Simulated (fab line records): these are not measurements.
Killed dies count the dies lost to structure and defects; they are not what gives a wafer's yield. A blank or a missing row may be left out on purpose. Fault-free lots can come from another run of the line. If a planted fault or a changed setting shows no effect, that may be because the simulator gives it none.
The tool behind it: which one? / flow rit cmos / Sampling: 14 lots, 42 wafers, 6 of 202 route steps

## WHAT EACH GAUGE READ, for each wafer
RIT_GATE_OVL_MEAS_17.
lot=L646; measured=day 2 12:21; on=overlay-02; GATE_OVL (nm)=4.0 2.4 2.0
lot=L647; measured=day 2 18:50; on=overlay-01; GATE_OVL (nm)=-1.3 -2.5 -2.1
lot=L648; measured=day 3 03:10; on=overlay-02; GATE_OVL (nm)=0.2 -1.1 0.8
lot=L649; measured=day 3 05:17; on=overlay-02; GATE_OVL (nm)=0.7 -1.3 -0.6
lot=L650; measured=day 3 09:17; on=overlay-01; GATE_OVL (nm)=0.6 -0.9 0.0
lot=L651; measured=day 3 13:31; on=overlay-02; GATE_OVL (nm)=0.0 -0.6 0.0
lot=L652; measured=day 3 19:38; on=overlay-01; GATE_OVL (nm)=-1.7 -2.7 -0.9
lot=L653; measured=day 4 04:11; on=overlay-01; GATE_OVL (nm)=0.4 -0.1 0.1
lot=L654; measured=day 4 06:23; on=overlay-01; GATE_OVL (nm)=-0.4 0.9 0.9
lot=L655; measured=day 4 09:43; on=overlay-02; GATE_OVL (nm)=0.5 0.4 2.0
lot=L656; measured=day 4 15:38; on=overlay-02; GATE_OVL (nm)=1.1 0.0 1.6
lot=L660; measured=day 5 13:08; on=overlay-02; GATE_OVL (nm)=-1.7 1.2 -1.9
lot=L661; measured=day 5 17:59; on=overlay-01; GATE_OVL (nm)=-2.2 -0.5 -0.1
lot=L662; measured=day 6 01:32; on=overlay-01; GATE_OVL (nm)=-0.4 -1.0 -0.4

RIT_SPACER_THK_MEAS_04.
lot=L646; measured=day 2 21:37; on=film metro-01; SPACER_NITRIDE_THK (nm)=248.7 248.8 248.3
lot=L647; measured=day 3 04:04; on=film metro-03; SPACER_NITRIDE_THK (nm)=250.2 252.6 251.5
lot=L648; measured=day 3 12:06; on=film metro-01; SPACER_NITRIDE_THK (nm)=249.3 247.9 250.3
lot=L649; measured=day 3 14:28; on=film metro-01; SPACER_NITRIDE_THK (nm)=255.6 256.5 254.7
lot=L650; measured=day 3 18:28; on=film metro-03; SPACER_NITRIDE_THK (nm)=252.5 250.2 252.9
lot=L651; measured=day 3 23:40; on=film metro-04; SPACER_NITRIDE_THK (nm)=246.8 249.1 248.4
lot=L652; measured=day 4 06:00; on=film metro-04; SPACER_NITRIDE_THK (nm)=250.9 249.3 251.8
lot=L653; measured=day 4 14:02; on=film metro-03; SPACER_NITRIDE_THK (nm)=246.1 247.6 247.1
lot=L654; measured=day 4 15:58; on=film metro-03; SPACER_NITRIDE_THK (nm)=250.5 249.6 250.4
lot=L655; measured=day 4 19:17; on=film metro-04; SPACER_NITRIDE_THK (nm)=253.5 253.2 253.4
lot=L656; measured=day 5 00:32; on=film metro-04; SPACER_NITRIDE_THK (nm)=249.4 249.0 249.8
lot=L660; measured=day 5 22:42; on=film metro-01; SPACER_NITRIDE_THK (nm)=215.7 215.0 216.6
lot=L661; measured=day 6 03:11; on=film metro-04; SPACER_NITRIDE_THK (nm)=254.6 254.8 252.2
lot=L662; measured=day 6 11:31; on=film metro-01; SPACER_NITRIDE_THK (nm)=213.9 214.7 215.0

RIT_PSD_OVL_MEAS_06.
lot=L646; measured=day 3 00:14; on=overlay-02; PSD_OVL (nm)=-2.4 1.5 -0.2
lot=L647; measured=day 3 06:40; on=overlay-02; PSD_OVL (nm)=1.2 -0.3 -0.2
lot=L648; measured=day 3 14:47; on=overlay-01; PSD_OVL (nm)=-2.1 -2.3 -2.2
lot=L649; measured=day 3 17:05; on=overlay-02; PSD_OVL (nm)=-1.2 -0.4 0.3
lot=L650; measured=day 3 21:17; on=overlay-02; PSD_OVL (nm)=-0.4 0.0 0.1
lot=L651; measured=day 4 02:16; on=overlay-02; PSD_OVL (nm)=-0.7 1.3 -1.8
lot=L652; measured=day 4 08:32; on=overlay-02; PSD_OVL (nm)=0.6 2.4 0.7
lot=L653; measured=day 4 16:49; on=overlay-01; PSD_OVL (nm)=-2.1 -1.2 -2.7
lot=L654; measured=day 4 18:26; on=overlay-01; PSD_OVL (nm)=-1.8 0.1 -2.5
lot=L655; measured=day 4 22:29; on=overlay-02; PSD_OVL (nm)=-1.6 -1.1 -0.5
lot=L656; measured=day 5 03:13; on=overlay-01; PSD_OVL (nm)=1.5 2.0 2.9
lot=L660; measured=day 6 01:29; on=overlay-02; PSD_OVL (nm)=-0.6 -1.7 -1.4
lot=L661; measured=day 6 05:59; on=overlay-01; PSD_OVL (nm)=-1.8 -0.9 -0.2
lot=L662; measured=day 6 14:17; on=overlay-02; PSD_OVL (nm)=0.8 1.3 -0.4

## WHAT TOOL EACH LOT RAN ON (gives the tool, then ch and the chambers of the sampled wafers, and finally the start)
lot=L646; RIT_PLDD_STRIP_09=plasma asher-01 ch 0,1, day 2 18:55; RIT_SPACER_CVD_03=lpcvd-02 ch 1, day 2 19:43; RIT_SPACER_ETCHBACK_05=rie diel-01 ch 1,2, day 2 21:41
lot=L647; RIT_PLDD_STRIP_09=plasma asher-03 ch 0,1, day 3 01:01; RIT_SPACER_CVD_03=lpcvd-01 ch 1, day 3 02:08; RIT_SPACER_ETCHBACK_05=rie diel-01 ch 0,1, day 3 04:07
lot=L648; RIT_PLDD_STRIP_09=plasma asher-03 ch 0,1, day 3 09:34; RIT_SPACER_CVD_03=lpcvd-01 ch 1, day 3 10:11; RIT_SPACER_ETCHBACK_05=rie diel-04 ch 1,2, day 3 12:10
lot=L649; RIT_PLDD_STRIP_09=plasma asher-02 ch 0,1, day 3 11:45; RIT_SPACER_CVD_03=lpcvd-01 ch 0, day 3 12:34; RIT_SPACER_ETCHBACK_05=rie diel-01 ch 1,2,3, day 3 14:32
lot=L650; RIT_PLDD_STRIP_09=plasma asher-03 ch 0,1, day 3 15:56; RIT_SPACER_CVD_03=lpcvd-01 ch 0, day 3 16:32; RIT_SPACER_ETCHBACK_05=rie diel-02 ch 2,3, day 3 18:31
lot=L651; RIT_PLDD_STRIP_09=plasma asher-02 ch 0,1, day 3 21:09; RIT_SPACER_CVD_03=lpcvd-02 ch 0, day 3 21:45; RIT_SPACER_ETCHBACK_05=rie diel-04 ch 0,1,3, day 3 23:43
lot=L652; RIT_PLDD_STRIP_09=plasma asher-03 ch 0,1, day 4 02:05; RIT_SPACER_CVD_03=lpcvd-01 ch 1, day 4 03:06; RIT_SPACER_ETCHBACK_05=rie diel-04 ch 1,3, day 4 06:02
lot=L653; RIT_PLDD_STRIP_09=plasma asher-02 ch 0,1, day 4 11:18; RIT_SPACER_CVD_03=lpcvd-01 ch 0, day 4 12:07; RIT_SPACER_ETCHBACK_05=rie diel-04 ch 0,3, day 4 14:05
lot=L654; RIT_PLDD_STRIP_09=plasma asher-03 ch 0,1, day 4 13:04; RIT_SPACER_CVD_03=lpcvd-01 ch 0, day 4 14:02; RIT_SPACER_ETCHBACK_05=rie diel-02 ch 0,1,3, day 4 16:01
lot=L655; RIT_PLDD_STRIP_09=plasma asher-03 ch 0,1, day 4 16:33; RIT_SPACER_CVD_03=lpcvd-01 ch 1, day 4 17:22; RIT_SPACER_ETCHBACK_05=rie diel-01 ch 0,1,3, day 4 19:21
lot=L656; RIT_PLDD_STRIP_09=plasma asher-03 ch 0,1, day 4 21:50; RIT_SPACER_CVD_03=lpcvd-02 ch 1, day 4 22:37; RIT_SPACER_ETCHBACK_05=rie diel-01 ch 0,1,3, day 5 00:36
lot=L660; RIT_PLDD_STRIP_09=plasma asher-03 ch 0,1, day 5 20:00; RIT_SPACER_CVD_03=lpcvd-02 ch 1, day 5 20:46; RIT_SPACER_ETCHBACK_05=rie diel-01 ch 1,3, day 5 22:45
lot=L661; RIT_PLDD_STRIP_09=plasma asher-03 ch 0,1, day 6 00:40; RIT_SPACER_CVD_03=lpcvd-01 ch 1, day 6 01:16; RIT_SPACER_ETCHBACK_05=rie diel-02 ch 0,1,2, day 6 03:14
lot=L662; RIT_PLDD_STRIP_09=plasma asher-03 ch 0,1, day 6 08:48; RIT_SPACER_CVD_03=lpcvd-02 ch 0, day 6 09:36; RIT_SPACER_ETCHBACK_05=rie diel-04 ch 1,2, day 6 11:35
- RIT_PLDD_STRIP_09: strips in O2, time 180 s.
- RIT_SPACER_CVD_03: deposits Si3N4 from SiH2Cl2/NH3, target thk 250 nm, time 3300 s.
- RIT_SPACER_ETCHBACK_05: etches Si3N4 in SF6/CHF3, stops on SiO2, target depth 250 nm, time 240 s.

## AS READ BY THE TOOLS THEMSELVES (means over the sampled wafers that have a number; for cases with no such wafer, the mark the record gives instead)
RIT_PLDD_STRIP_09.
lot=L646; tool=plasma asher-01; drypump motor current A (A)=6.4
lot=L647; tool=plasma asher-03; drypump motor current A (A)=5.3
lot=L648; tool=plasma asher-03; drypump motor current A (A)=5.8
lot=L649; tool=plasma asher-02; drypump motor current A (A)=6.3
lot=L650; tool=plasma asher-03; drypump motor current A (A)=5.8
lot=L651; tool=plasma asher-02; drypump motor current A (A)=6.4
lot=L652; tool=plasma asher-03; drypump motor current A (A)=5.3
lot=L653; tool=plasma asher-02; drypump motor current A (A)=6.3
lot=L654; tool=plasma asher-03; drypump motor current A (A)=5.8
lot=L655; tool=plasma asher-03; drypump motor current A (A)=5.3
lot=L656; tool=plasma asher-03; drypump motor current A (A)=5.8
lot=L660; tool=plasma asher-03; drypump motor current A (A)=5.8
lot=L661; tool=plasma asher-03; drypump motor current A (A)=5.8
lot=L662; tool=plasma asher-03; drypump motor current A (A)=5.3

RIT_SPACER_CVD_03.
lot=L646; tool=lpcvd-02; nh3 flow sccm (sccm)=150.7; susceptor temp C (C)=809.7; zone power centre pct (%)=40.7
lot=L647; tool=lpcvd-01; nh3 flow sccm (sccm)=149.9; susceptor temp C (C)=810.2; zone power centre pct (%)=33.7
lot=L648; tool=lpcvd-01; nh3 flow sccm (sccm)=150.4; susceptor temp C (C)=810.5; zone power centre pct (%)=33.9
lot=L649; tool=lpcvd-01; nh3 flow sccm (sccm)=150.0; susceptor temp C (C)=809.8; zone power centre pct (%)=33.9
lot=L650; tool=lpcvd-01; nh3 flow sccm (sccm)=149.8; susceptor temp C (C)=810.3; zone power centre pct (%)=33.7
lot=L651; tool=lpcvd-02; nh3 flow sccm (sccm)=149.5; susceptor temp C (C)=810.3; zone power centre pct (%)=36.2
lot=L652; tool=lpcvd-01; nh3 flow sccm (sccm)=150.5; susceptor temp C (C)=809.6; zone power centre pct (%)=33.9
lot=L653; tool=lpcvd-01; nh3 flow sccm (sccm)=149.8; susceptor temp C (C)=810.2; zone power centre pct (%)=33.6
lot=L654; tool=lpcvd-01; nh3 flow sccm (sccm)=149.6; susceptor temp C (C)=809.6; zone power centre pct (%)=33.7
lot=L655; tool=lpcvd-01; nh3 flow sccm (sccm)=149.9; susceptor temp C (C)=809.9; zone power centre pct (%)=34.0
lot=L656; tool=lpcvd-02; nh3 flow sccm (sccm)=149.6; susceptor temp C (C)=810.0; zone power centre pct (%)=40.4
lot=L660; tool=lpcvd-02; nh3 flow sccm (sccm)=149.9; susceptor temp C (C)=810.1; zone power centre pct (%)=40.7
lot=L661; tool=lpcvd-01; nh3 flow sccm (sccm)=150.3; susceptor temp C (C)=810.1; zone power centre pct (%)=34.0
lot=L662; tool=lpcvd-02; nh3 flow sccm (sccm)=150.2; susceptor temp C (C)=810.6; zone power centre pct (%)=35.8

RIT_SPACER_ETCHBACK_05.
lot=L646; tool=rie diel-01; CHF3_flow_sccm (sccm)=29.99; drypump motor current A (A)=5.7; oes product au (a.u.)=0.818; throttle valve pct (%)=10.31
lot=L647; tool=rie diel-01; CHF3_flow_sccm (sccm)=30.01; drypump motor current A (A)=6.2; oes product au (a.u.)=0.841; throttle valve pct (%)=10.20
lot=L648; tool=rie diel-04; CHF3_flow_sccm (sccm)=29.98; drypump motor current A (A)=4.9; oes product au (a.u.)=0.838; throttle valve pct (%)=10.35
lot=L649; tool=rie diel-01; CHF3_flow_sccm (sccm)=30.02; drypump motor current A (A)=6.1; oes product au (a.u.)=0.853; throttle valve pct (%)=10.25
lot=L650; tool=rie diel-02; CHF3_flow_sccm (sccm)=30.01; drypump motor current A (A)=6.0; oes product au (a.u.)=0.845; throttle valve pct (%)=10.29
lot=L651; tool=rie diel-04; CHF3_flow_sccm (sccm)=29.98; drypump motor current A (A)=5.8; oes product au (a.u.)=0.827; throttle valve pct (%)=10.15
lot=L652; tool=rie diel-04; CHF3_flow_sccm (sccm)=30.08; drypump motor current A (A)=5.3; oes product au (a.u.)=0.835; throttle valve pct (%)=10.18
lot=L653; tool=rie diel-04; CHF3_flow_sccm (sccm)=29.97; drypump motor current A (A)=6.3; oes product au (a.u.)=0.821; throttle valve pct (%)=10.11
lot=L654; tool=rie diel-02; CHF3_flow_sccm (sccm)=30.01; drypump motor current A (A)=5.9; oes product au (a.u.)=0.840; throttle valve pct (%)=10.23
lot=L655; tool=rie diel-01; CHF3_flow_sccm (sccm)=29.92; drypump motor current A (A)=6.1; oes product au (a.u.)=0.862; throttle valve pct (%)=10.16
lot=L656; tool=rie diel-01; CHF3_flow_sccm (sccm)=29.92; drypump motor current A (A)=6.1; oes product au (a.u.)=0.850; throttle valve pct (%)=10.16
lot=L660; tool=rie diel-01; CHF3_flow_sccm (sccm)=30.09; drypump motor current A (A)=6.6; oes product au (a.u.)=0.760; throttle valve pct (%)=10.19
lot=L661; tool=rie diel-02; CHF3_flow_sccm (sccm)=30.01; drypump motor current A (A)=5.7; oes product au (a.u.)=0.851; throttle valve pct (%)=10.26
lot=L662; tool=rie diel-04; CHF3_flow_sccm (sccm)=30.01; drypump motor current A (A)=4.9; oes product au (a.u.)=0.752; throttle valve pct (%)=10.33

## THE ANSWER, worked out from the rows above alone
Rule: usual is defined by the lots themselves. The widest of any qualifying gaps counts: lots, ordered by their means at a reading, are off when they make up no more than a third of the lots, leave a main group of 4 or more, and stand apart from it by 3 or more times the standard deviation of that group's means. If all means in a main group match to the digits the tables above print for the reading, that group is not used. Also off: a lot with no number at a reading for which 4 or more lots have one. The other lots that the step has rows for count as sound. After the gauges, taken in route order, come the tools' own readings; for these a lot's mean is taken, as printed above. At the first step where some lot is off, the reading lying furthest off is the one used; lots without a number count as furthest.
Off: L660, L662, at RIT_SPACER_THK_MEAS_04 (SPACER_NITRIDE_THK). The main group has a mean of 250.8 nm with a standard deviation of 2.5.
A tool fits if, at a process step before that reading, it ran every lot that is off, and no sound lot after the first of them. Not tried: the gauges at RIT_SPACER_THK_MEAS_04; whatever is off there is also off at RIT_SPACER_ETCHBACK_05, on other tools, and gauge error can't account for it. One candidate fits, namely lpcvd-02 at RIT_SPACER_CVD_03. Its last sound lot is L656 (day 4 22:37), its first lot that is off L660 (day 5 20:46): a fault that began between those two fits.

## WHAT WAS PUT IN BY THE SIMULATOR
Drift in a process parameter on lpcvd-02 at RIT_SPACER_CVD_03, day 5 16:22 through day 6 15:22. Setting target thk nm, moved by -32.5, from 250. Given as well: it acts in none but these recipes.
Lots struck among those shown: L660, L662. The same result came from the rule above.
